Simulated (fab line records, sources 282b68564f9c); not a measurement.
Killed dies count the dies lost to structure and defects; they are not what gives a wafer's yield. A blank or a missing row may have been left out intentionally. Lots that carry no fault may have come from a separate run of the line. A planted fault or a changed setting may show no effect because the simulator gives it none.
Comparing a struck lot with a sound one :: flow rit-cmos :: 22 steps out of a route of 202
Sound: these wafers, L895.3, L895.4, L895.6. The struck wafers were L906.1, L906.5, L906.6. At the end, the cause is stated.
Per side, at each step with rows, come the tool, then ch with its chambers, and then its first start. Under that, the readings that differ: sound wafers :: struck wafers :: difference of the means :: sigmas: that difference in standard deviations of wafers without a fault.
alike: a reading whose means differ by less than 2 such deviations, as well as words and numbers matching on both sides. not compared: withheld readings; readings where some wafer has no value; bounds like >300 that might hide an equal value; numbers whose values overlap and for which the record gives no deviation.
The two part at a step that has a row with sigmas, a row that says differs or no value, or rows on one side only. When numbers do not overlap yet have no deviation, they are printed without sigmas and do not part them. A reading missing from all wafers of one side parts the sides only when that side holds two or more wafers.

first, 2 steps without rows for these wafers: RIT_NSD_HARDBAKE_07 (time 60 s); RIT_NSD_IMPLANT_08.
RIT_NSD_STRIP_09: strips in O2, time 180 s.
  sound on plasma-asher-02 ch 0,1, day 3 10:17; struck on plasma-asher-02 ch 0,1, day 5 16:49
  alike: drypump-motor-current-A
  not compared: rf-hours-counter-h
RIT_NSD_TW_MEAS_10:
  struck on film-metro-01, day 5 16:59; sound on film-metro-03, day 3 10:25
  alike: NSD_TW
then, 6 steps without rows for these wafers: RIT_PSD_HMDS_00 (prime time 60 s); RIT_PSD_COAT_01 (resist thk 1000 nm); RIT_PSD_SOFTBAKE_02 (time 60 s); RIT_PSD_EXPOSE_03 (exposes mask M10, target cd 40900 nm); RIT_PSD_PEB_04; RIT_PSD_DEVELOP_05 (develop time 50 s).
RIT_PSD_OVL_MEAS_06:
  struck on overlay-02, day 5 17:53; sound on overlay-01, day 3 11:19
  alike: PSD_OVL
then, 1 step without rows for these wafers: RIT_PSD_HARDBAKE_07 (time 60 s).
RIT_PSD_IMPLANT_08:
  sound on implanter-04 ch 0, day 3 11:32; struck on implanter-02 ch 0, day 5 18:05
reading: beam-on-s (s)
sound: 12.39 12.22 12.33
struck: 9.97 9.56 10.31
difference: -2.37
sigmas: -8

reading: dose-ions-cm2
sound: 5.006e+15 5.004e+15 5.004e+15
struck: 1.805e+15 1.808e+15 1.801e+15
difference: -3.200e+15
sigmas: -99 or more

reading: end-station-pressure-torr (Torr)
sound: 1.51e-05 1.52e-05 1.45e-05
struck: 9.5e-06 1.02e-05 9.6e-06
difference: -5.2e-06
sigmas: -7

reading: faraday-current-uA
sound: 12362 12460 12464
struck: 5613 5829 5402
difference: -6814
sigmas: -24
RIT_PSD_STRIP_09: strips in O2, time 180 s.
  sound on plasma-asher-04 ch 0,1, day 3 11:42; struck on plasma-asher-03 ch 0,1, day 5 18:14
  alike: drypump-motor-current-A
  not compared: rf-hours-counter-h
RIT_PSD_TW_MEAS_10:
  struck on film-metro-03, day 5 18:24; sound on film-metro-03, day 3 11:50
reading: PSD_TW
sound: 3366 3368 3391
struck: 2936 2919 2922
difference: -449
sigmas: -13
then, 3 steps without rows for these wafers: RIT_SDANNEAL_CLEAN_00 (cleans in SC1, time 600 s); RIT_SDANNEAL_CLEAN_01 (cleans in dHF, time 30 s); RIT_SDANNEAL_CLEAN_02 (cleans in SC2, time 600 s).
RIT_SDANNEAL_RTA_03: time 5 s.
  sound on rtp-anneal-02 ch 0, day 3 12:23; struck on rtp-anneal-01 ch 0, day 5 18:52
  alike: ramp-down-c-per-s, wafer_temp_C_max
RIT_SDANNEAL_RS_MEAS_04: measurement is done with a four-point probe.
  struck on film-metro-04, day 5 18:55; sound on film-metro-04, day 3 12:28
reading: PSD_RS (ohm/sq)
sound: 115.26 115.39 115.66
struck: 130.81 131.18 131.08
difference: +15.59
sigmas: +56
RIT_SDANNEAL_RS_MEAS_05: measurement is done with a four-point probe.
  struck on film-metro-04, day 5 19:02; sound on film-metro-04, day 3 12:35
  alike: NSD_RS
RIT_M1_PROBE_99:
  struck on prober-01, day 6 02:37; sound on prober-02, day 3 20:28
reading: model.etest.pmos_0p3.r-on-ohm-um
sound: 6125 6224 6182
struck: 6796 6836 6839
difference: +647
sigmas: 

reading: model.etest.pmos-turned.r-on-ohm-um
sound: 3368 3352 3378
struck: 3742 3757 3699
difference: +367
sigmas: 

reading: model.etest.pmos_0p15.r-on-ohm-um
sound: 2674 2667 2681
struck: 3027 3002 2983
difference: +330
sigmas: 

reading: model.etest.contact-pplus.end-ohm-um
sound: 43.48 43.31 42.97
struck: 82.62 79.65 80.25
difference: +37.59
sigmas: 

reading: model.etest.pmos_0p15.drive-ua-um
sound: 269 265 263.2
struck: 237.1 237.5 236.3
difference: -28.8
sigmas: 

reading: model.etest.pmos-narrow.drive-ua-um
sound: 107.4 106.9 106.4
struck: 94.89 94.75 92.67
difference: -12.80
sigmas: 

reading: model.etest.pmos_0p3.drive-ua-um
sound: 104.6 103 103.3
struck: 91.38 91.08 89.54
difference: -12.97
sigmas: 

reading: model.etest.ppoly-line.line-ohm-um
sound: 165.9 165.3 163.2
struck: 169.2 173.5 171
difference: +6.4
sigmas: 
  alike: killed-at-contacts, killed-at-front-end, killed-dies, killed-open, killed-short

WHERE THEY PART
At RIT_PSD_IMPLANT_08 first; at RIT_SDANNEAL_RS_MEAS_04 last (within this record only). Later steps at which nothing parts them and some readings are alike: RIT_SDANNEAL_RS_MEAS_05, RIT_M1_PROBE_99.

WHY: whatever the simulator had introduced
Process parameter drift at RIT_PSD_IMPLANT_08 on implanter-02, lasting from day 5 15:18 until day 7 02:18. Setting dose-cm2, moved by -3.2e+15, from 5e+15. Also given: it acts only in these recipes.
